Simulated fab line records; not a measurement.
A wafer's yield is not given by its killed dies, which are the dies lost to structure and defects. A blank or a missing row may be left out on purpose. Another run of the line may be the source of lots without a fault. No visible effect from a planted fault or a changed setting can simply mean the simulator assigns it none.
Lot-split experiment | flow berkeley_cmos170 | 23 wafers read from 5 lots, route of 331 steps

THE SPLIT ITSELF
At UCB170_M3_METAL_ETCH_18 (etches Al in Cl2/BCl3, stops on SiO2, target depth 1170 nm, time 195 s), the setting over_etch_frac was moved away from the recipe's 0.3 on 8 of the 23 wafers read, by -30.0% to +27.8%. This setting was run at the recipe's value on the other wafers.

Between the split and the reading, the file records no step.

THE READING
oes_product_au, in a.u., at UCB170_M3_STRIP_19 (strips in O2). Typical for fault-free wafers on this fab line: 0.560 a.u., with standard deviation 0.012 a.u.

wafer  | tool, chamber at the split | over_etch_frac as run | against the recipe | oes_product_au, a.u. | against lot-mates on the recipe
L078.1 | rie_metal-04, 0            | 0.3                   | recipe             | 0.567                | -
L078.2 | rie_metal-04, 1            | 0.3                   | recipe             | 0.577                | -
L078.3 | rie_metal-04, 0            | 0.21                  | -30.0%             | 0.611                | +0.039
L078.4 | rie_metal-04, 1            | 0.21                  | -30.0%             | 0.623                | +0.051
L078.5 | rie_metal-04, 0            | 0.21                  | -30.0%             | 0.611                | +0.039
L082.1 | rie_metal-03, 0            | 0.3                   | recipe             | 0.551                | -
L082.3 | rie_metal-03, 0            | 0.3                   | recipe             | 0.549                | -
L082.4 | rie_metal-03, 0            | 0.3                   | recipe             | 0.546                | -
L082.5 | rie_metal-03, 0            | 0.3                   | recipe             | 0.550                | -
L082.6 | rie_metal-03, 0            | 0.3                   | recipe             | 0.566                | -
L083.1 | rie_metal-03, 0            | 0.3                   | recipe             | 0.556                | -
L083.2 | rie_metal-03, 1            | 0.3                   | recipe             | 0.548                | -
L083.3 | rie_metal-03, 0            | 0.3                   | recipe             | 0.565                | -
L083.4 | rie_metal-03, 1            | 0.3835                | +27.8%             | 0.499                | -0.057
L083.5 | rie_metal-03, 0            | 0.3835                | +27.8%             | 0.519                | -0.037
L084.2 | rie_metal-01, 1            | 0.3                   | recipe             | 0.568                | -
L084.5 | rie_metal-01, 1            | 0.3                   | recipe             | 0.564                | -
L084.6 | rie_metal-01, 0            | 0.3                   | recipe             | 0.581                | -
L085.2 | rie_metal-04, 0            | 0.2533                | -15.6%             | 0.602                | +0.031
L085.3 | rie_metal-04, 1            | 0.3                   | recipe             | 0.566                | -
L085.4 | rie_metal-04, 0            | 0.2533                | -15.6%             | 0.587                | +0.016
L085.5 | rie_metal-04, 1            | 0.3                   | recipe             | 0.577                | -
L085.6 | rie_metal-04, 0            | 0.2533                | -15.6%             | 0.610                | +0.039

FIT RESULTS
A straight line over all 23 wafers: oes_product_au changes by -0.0019 a.u. for each +1% of over_etch_frac; r = -0.93; the points scatter about the line by 0.011 a.u.
The same after taking each lot's own level away (the mean of its wafers on the recipe; 23 wafers): -0.00158 a.u. for each +1%; r = -0.95; scatter 0.008 a.u.
According to that fit, moving over_etch_frac by its largest amount changes the reading by 0.047 a.u.
From 0.5524 to 0.5720 a.u.: that is the span of the lots' own levels, equal to 1.6 times the standard deviation above.
So the lot-to-lot level changes the slope: the two fits differ.
Check: with one of the wafers moved furthest among these (-30.0%) left out of the fit, the line predicts +0.0488 a.u. for it against its lot-mates. It came out at +0.039 a.u. against them.

OTHER SPLITS APPLIED TO THESE WAFERS
Note: prior to the reading, these wafers also went through further splits. Each is held against what the fit with the lots' levels taken away leaves over:
other split on the same wafers | wafers away from the commonest value | r with oes_product_au (lot level and that fit taken away)
UCB170_M3_EXPOSE_12 dose_mj    | 8                                    | -0.08

THE WHOLE CHAIN: every reading that the file lists as answering this split, in the file's order
step                    | what it does                                                           | reading                                                                   | change (the file's fit)                   | r (the file's)
UCB170_M3_METAL_ETCH_18 | etches Al in Cl2/BCl3, stops on SiO2, target depth 1170 nm, time 195 s | KrF_of_M3_COAT_10.thk_nm (the simulator's own value, which no gauge read) | -1.74 nm for each +1% of the setting      | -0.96
UCB170_M3_STRIP_19      | strips in O2                                                           | oes_product_au                                                            | -0.00159 a.u. for each +1% of the setting | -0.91

FILE'S OWN FIT
oes_product_au changes by -0.00159 a.u. for each +1% of over_etch_frac, r = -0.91.
